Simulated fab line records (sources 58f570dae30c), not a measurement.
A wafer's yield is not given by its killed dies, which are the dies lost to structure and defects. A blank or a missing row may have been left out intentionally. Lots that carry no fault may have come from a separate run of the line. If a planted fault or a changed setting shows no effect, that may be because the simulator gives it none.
Split-lot trial | flow berkeley_cmos170 | on a route of 331 steps: 5 lots, 23 wafers read

THE SPLIT ITSELF
At UCB170_ACTIVE_OXIDATION_02 (target thk 26.4 nm, ox time 1260 s), the setting ox_time_s was moved away from the recipe's 1260 s on 20 of the 23 wafers read, by -10.8% to +6.0%. The other wafers ran this setting at the recipe's value.

No step appears in the file between the split and the reading.

THE READING
At UCB170_ACTIVE_THK_MEAS_03: ACTIVE_OXIDE_THK, given in nm. Fault-free wafers of this fab line usually give 26.7 nm, standard deviation 0.42 nm.

wafer  | tool, chamber at the split | ox_time_s as run, s | against the recipe | ACTIVE_OXIDE_THK, nm | against lot-mates on the recipe
L074.1 | furnace-01, 0              | 1260                | recipe             | 27.4                 | -
L074.5 | furnace-01, 0              | 1260                | recipe             | 27.0                 | -
L074.6 | furnace-01, 0              | 1260                | recipe             | 27.0                 | -
L075.1 | -, -                       | 1206                | -4.3%              | 26.2                 | no lot-mate on the recipe
L075.2 | -, -                       | 1206                | -4.3%              | 26.2                 | no lot-mate on the recipe
L075.4 | -, -                       | 1206                | -4.3%              | 26.6                 | no lot-mate on the recipe
L075.5 | -, -                       | 1206                | -4.3%              | 26.2                 | no lot-mate on the recipe
L075.6 | -, -                       | 1206                | -4.3%              | 26.3                 | no lot-mate on the recipe
L078.1 | -, -                       | 1335                | +6.0%              | 27.5                 | no lot-mate on the recipe
L078.2 | -, -                       | 1335                | +6.0%              | 27.7                 | no lot-mate on the recipe
L078.3 | -, -                       | 1335                | +6.0%              | 27.6                 | no lot-mate on the recipe
L078.4 | -, -                       | 1335                | +6.0%              | 27.4                 | no lot-mate on the recipe
L078.6 | -, -                       | 1335                | +6.0%              | 27.3                 | no lot-mate on the recipe
L080.1 | -, -                       | 1124                | -10.8%             | 24.4                 | no lot-mate on the recipe
L080.2 | -, -                       | 1124                | -10.8%             | 24.4                 | no lot-mate on the recipe
L080.3 | -, -                       | 1124                | -10.8%             | 24.6                 | no lot-mate on the recipe
L080.5 | -, -                       | 1124                | -10.8%             | 24.9                 | no lot-mate on the recipe
L080.6 | -, -                       | 1124                | -10.8%             | 24.5                 | no lot-mate on the recipe
L085.1 | -, -                       | 1335                | +6.0%              | 28.1                 | no lot-mate on the recipe
L085.3 | -, -                       | 1335                | +6.0%              | 27.8                 | no lot-mate on the recipe
L085.4 | -, -                       | 1335                | +6.0%              | 28.5                 | no lot-mate on the recipe
L085.5 | -, -                       | 1335                | +6.0%              | 28.2                 | no lot-mate on the recipe
L085.6 | -, -                       | 1335                | +6.0%              | 28.3                 | no lot-mate on the recipe

THE FIT
A straight line over all 23 wafers: ACTIVE_OXIDE_THK changes by +0.189 nm for each +1% of ox_time_s; r = +0.96; the points scatter about the line by 0.38 nm.
Too few moved wafers with a lot-mate on the recipe to fit a line net of each lot's own level.

THE WHOLE CHAIN: every reading that the file lists as answering this split, in the file's order
step                       | what it does                       | reading                                                                             | change (the file's fit)               | r (the file's)
UCB170_ACTIVE_OXIDATION_02 | target thk 26.4 nm, ox time 1260 s | SiO2_of_ACTIVE_OXIDATION_02.thk_nm (the simulator's own value, which no gauge read) | +0.187 nm for each +1% of the setting | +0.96
UCB170_ACTIVE_THK_MEAS_03  |                                    | ACTIVE_OXIDE_THK                                                                    | +0.188 for each +1% of the setting    | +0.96

THE FILE'S OWN FIT
ACTIVE_OXIDE_THK changes by +0.188 nm for each +1% of ox_time_s, r = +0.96.
